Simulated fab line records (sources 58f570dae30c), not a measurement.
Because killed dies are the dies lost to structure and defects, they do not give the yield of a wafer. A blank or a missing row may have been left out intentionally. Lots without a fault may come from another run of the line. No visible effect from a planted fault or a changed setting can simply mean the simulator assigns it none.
A lot that was struck, set against a sound lot :: flow berkeleyCmos170 :: 15 out of 331 route steps
Sound: these wafers, L456.2, L456.5, L456.6. Struck: wafer L446.6. At the end, the cause is stated.
Each step with rows lists, per side, the tool, then ch with its chambers, then its first start. Under that, the readings that differ: sound wafers :: struck wafers :: difference of the means :: sigmas: that difference in standard deviations of wafers without a fault.
alike: same words and numbers on both sides, and readings whose means sit less than 2 such deviations apart. not compared: any withheld reading, any reading some wafer has no value for, any bound like >300 that may hide the same value, and any number with overlapping values for which the record gives no deviation.
The two part at a step that has a row with sigmas, a row that says differs or no value, or rows on one side only. When numbers do not overlap yet have no deviation, they are printed without sigmas and do not part them. Lack of a reading on every wafer of one side parts them only where that side has two or more wafers.

first, 2 steps without rows for these wafers: UCB170_GATE_ANNEAL_03 (time 1800 s); UCB170_GATE_CVD_04 (deposits poly-Si from SiH4, time 1440 s, target thk 214 nm).
UCB170_GATE_THK_MEAS_05:
  sound on filmMetro-04, day 10 13:32; struck on filmMetro-01, day 8 19:16
  alike: GATE_POLY_THK
then, 6 steps without rows for these wafers: UCB170_GATE_COAT_06; UCB170_GATE_COAT_07 (resist thk 900 nm); UCB170_GATE_SOFTBAKE_08 (time 60 s); UCB170_GATE_EXPOSE_09 (exposes mask POLY, target cd 350 nm); UCB170_GATE_PEB_10; UCB170_GATE_DEVELOP_11 (develop time 45 s).
UCB170_GATE_CD_MEAS_12: target cd 350 nm.
  sound on cdSem-01, day 10 15:43; struck on cdSem-02, day 8 20:48
  alike: cdNm
UCB170_GATE_OVL_MEAS_13:
  sound on overlay-01, day 10 15:50; struck on overlay-02, day 8 20:51
  alike: GATE_OVL
UCB170_GATE_ETCH_14: etches BARC in N2/H2.
  sound on rieDiel-04 ch 1,2, day 10 15:52; struck on rieDiel-04 ch 0, day 8 20:53
  alike: chamberPressureMTorr, drypumpMotorCurrentA, oesProductAu, throttleValvePct
UCB170_GATE_ETCH_15: etches poly-Si in HBr/Cl2, stops on SiO2, time 56.3 s, target depth 278.2 nm.
  sound on rieSi-02 ch 0,1, day 10 15:54; struck on rieSi-01 ch 2, day 8 20:55
reading: model.KrF_of_GATE_COAT_07.thkNm (nm)
sound: 774 774.7 777.9
struck: 803.4
difference: +27.9
sigmas: 
  alike: chamberPressureMTorr, drypumpMotorCurrentA, oesProductAu, throttleValvePct
  not compared: rfHoursCounterH
UCB170_GATE_STRIP_16: strips in O2.
  sound on plasmaAsher-01 ch 0,1, day 10 15:57; struck on plasmaAsher-01 ch 1, day 8 21:01
  alike: chamberPressureMTorr, drypumpMotorCurrentA, oesProductAu
  not compared: rfHoursCounterH
UCB170_M3_PROBE_99:
  sound on prober-02, day 12 08:25; struck on prober-01, day 10 09:54
reading: model.etest.pldd.lineOhmUm
sound: 1828 1921 1876
struck: 1971
difference: +96
sigmas: 

reading: model.etest.pldd.rsOhmSq
sound: 1113 1126 1131
struck: 1170
difference: +47
sigmas: 

reading: model.etest.nldd.rsOhmSq
sound: 778.3 775.4 778.9
struck: 802
difference: +24
sigmas: 

reading: model.etest.polyCombOverSteps.overLimit
sound: 0 0 0
struck: 1
difference: +1
sigmas: 
  not compared: model.etest.antennaPoly.vtShiftV

## WHERE THEY PART
Nowhere in this record.

WHY: what the simulator had put in
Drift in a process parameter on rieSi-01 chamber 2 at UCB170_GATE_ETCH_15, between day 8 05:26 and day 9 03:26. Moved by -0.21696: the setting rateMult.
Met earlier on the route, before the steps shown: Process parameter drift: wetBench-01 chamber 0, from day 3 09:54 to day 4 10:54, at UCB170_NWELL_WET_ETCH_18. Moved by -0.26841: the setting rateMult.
